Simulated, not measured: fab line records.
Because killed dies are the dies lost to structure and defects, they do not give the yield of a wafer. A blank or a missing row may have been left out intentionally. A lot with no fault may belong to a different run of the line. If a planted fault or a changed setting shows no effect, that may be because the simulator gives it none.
A struck lot beside a sound one | flow rit-cmos | 21 steps out of a route of 202
Sound: the wafers L267.1, L267.3, L267.4. Struck: wafers L272.1, L272.2, L272.3. Last of all comes the cause.
Per side, at each step with rows, come the tool, then ch with its chambers, and then its first start. Under that, the readings that differ: sound wafers | struck wafers | difference of the means | sigmas: that difference in standard deviations of wafers without a fault.
alike: words and numbers the same on both sides, and readings whose means are apart by under 2 such deviations; not compared: readings that were withheld, readings missing a value for some wafer, numbers with overlapping values and no deviation given by the record, and bounds like >300 which may hide the same value.
Wherever a step has rows on one side only, a row that says differs or no value, or a row with sigmas, the two part there. Non-overlapping numbers with no deviation appear without sigmas and do not part them. A reading that every wafer of one side lacks parts them only if that side has two wafers or more.

first, 1 step without rows for these wafers: RIT_CONTACT_HARDBAKE_10 (time 60 s).
RIT_CONTACT_ETCH_11: etches SiO2 in CHF3/CF4/Ar, stops on TiSi2, target depth 480 nm, time 320 s.
  sound on rie-diel-02 ch 0,1,3, day 5 08:16; struck on rie-diel-03 ch 0,1,2, day 6 08:11
  alike: drypump-motor-current-A, mfc-ar-sccm, oes-product-au, throttle-valve-pct
  not compared: rf-hours-counter-h
RIT_CONTACT_STRIP_12: strips in O2, time 180 s.
  sound on plasma-asher-03 ch 0,1, day 5 08:27; struck on plasma-asher-03 ch 0,1, day 6 08:23
  alike: drypump-motor-current-A
  not compared: rf-hours-counter-h
RIT_CONTACT_CD_MEAS_90 targets a cd of 1000 nm.
  sound on cd-sem-01 at day 5 08:38; struck on cd-sem-01 at day 6 08:33
  alike: cd-nm
then, 2 steps without rows for these wafers: RIT_CONTACT_CLEAN_13 (cleans in SC1, time 600 s); RIT_CONTACT_CLEAN_14 (cleans in SC2, time 600 s).
RIT_M1_SPUTTER_00: material Al, target thk 400 nm, time 500 s.
  sound on pvd-sputter-03 at day 5 09:07; struck on pvd-sputter-04 at day 6 09:01
  alike: throttle-valve-pct
RIT_M1_RS_MEAS_01: the measuring method here is four-point-probe.
  sound on film-metro-04 at day 5 09:25; struck on film-metro-02 at day 6 09:21
  alike: M1_AL_RS
RIT_M1_THK_MEAS_02: measures by xrf.
  sound on film-metro-04 at day 5 09:32; struck on film-metro-02 at day 6 09:28
  alike: M1_AL_THK
then, 3 steps without rows for these wafers: RIT_M1_HMDS_03 (prime time 60 s); RIT_M1_COAT_04 (resist thk 1300 nm); RIT_M1_SOFTBAKE_05 (time 60 s).
RIT_M1_EXPOSE_06: exposes mask M12, target cd 2600 nm.
  sound on iline-stepper-01 ch 0, day 5 10:16; struck on iline-stepper-02 ch 0, day 6 10:07
  reading              | sound                | struck               | difference | sigmas
  exposure-dose-mJ-cm2 | 249.89 250.23 249.89 | 301.65 301.56 301.42 | +51.54     | +99 or more
  alike: mask, focus-offset-nm
then, 2 steps without rows for these wafers: RIT_M1_PEB_07; RIT_M1_DEVELOP_08 (develop time 68 s).
RIT_M1_CD_MEAS_09 targets a cd of 2600 nm.
  sound on cd-sem-02 at day 5 10:42; struck on cd-sem-01 at day 6 10:32
  reading    | sound                | struck               | difference | sigmas
  cd-nm (nm) | 2601.1 2598.0 2599.2 | 2547.7 2545.4 2545.0 | -53.4      | -24
RIT_M1_OVL_MEAS_10:
  sound on overlay-01 at day 5 10:49; struck on overlay-01 at day 6 10:40
  alike: M1_OVL
then, 1 step without rows for these wafers: RIT_M1_HARDBAKE_11 (time 120 s).
RIT_M1_METAL_ETCH_12: etches Al in Cl2/BCl3, stops on SiO2, time 165 s, target depth 600 nm.
  sound on rie-metal-03 ch 0,1, day 5 11:07; struck on rie-metal-02 ch 0,1, day 6 10:56
  reading                | sound          | struck         | difference | sigmas
  throttle-valve-pct (%) | 8.37 8.45 8.36 | 8.10 8.17 8.13 | -0.26      | -2
  model.M1.cd-nm (nm)    | 2605 2598 2603 | 2549 2546 2545 | -55        |
  alike: drypump-motor-current-A, oes-product-au
  not compared: rf-hours-counter-h
then, 1 step without rows for these wafers: RIT_M1_STRIP_13 (strips in nmp, time 600 s).
RIT_M1_PROBE_99:
  sound on prober-02 at day 5 13:22; struck on prober-02 at day 6 13:13
  reading                      | sound          | struck         | difference | sigmas
  model.etest.m1.width-nm (nm) | 2604 2600 2596 | 2546 2546 2537 | -57        |
  alike: defect-limited-yield, killed-at-contacts, killed-at-front-end, killed-dies, killed-on-rim, killed-open, killed-short, sort_bin_3_pad_short, sort_bin_5_function, sort_bin_6_memory, sort-n-pass, sort-yield-pct

== WHERE THEY PART ==
Last at RIT_M1_METAL_ETCH_12 as far as this record goes, first at RIT_M1_EXPOSE_06. Later steps at which nothing parts them and some readings are alike: RIT_M1_PROBE_99.

WHY: what the simulator had put in
Process parameter drift: iline-stepper-02, from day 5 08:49 on, at RIT_M1_EXPOSE_06. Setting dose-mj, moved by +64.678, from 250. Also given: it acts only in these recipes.
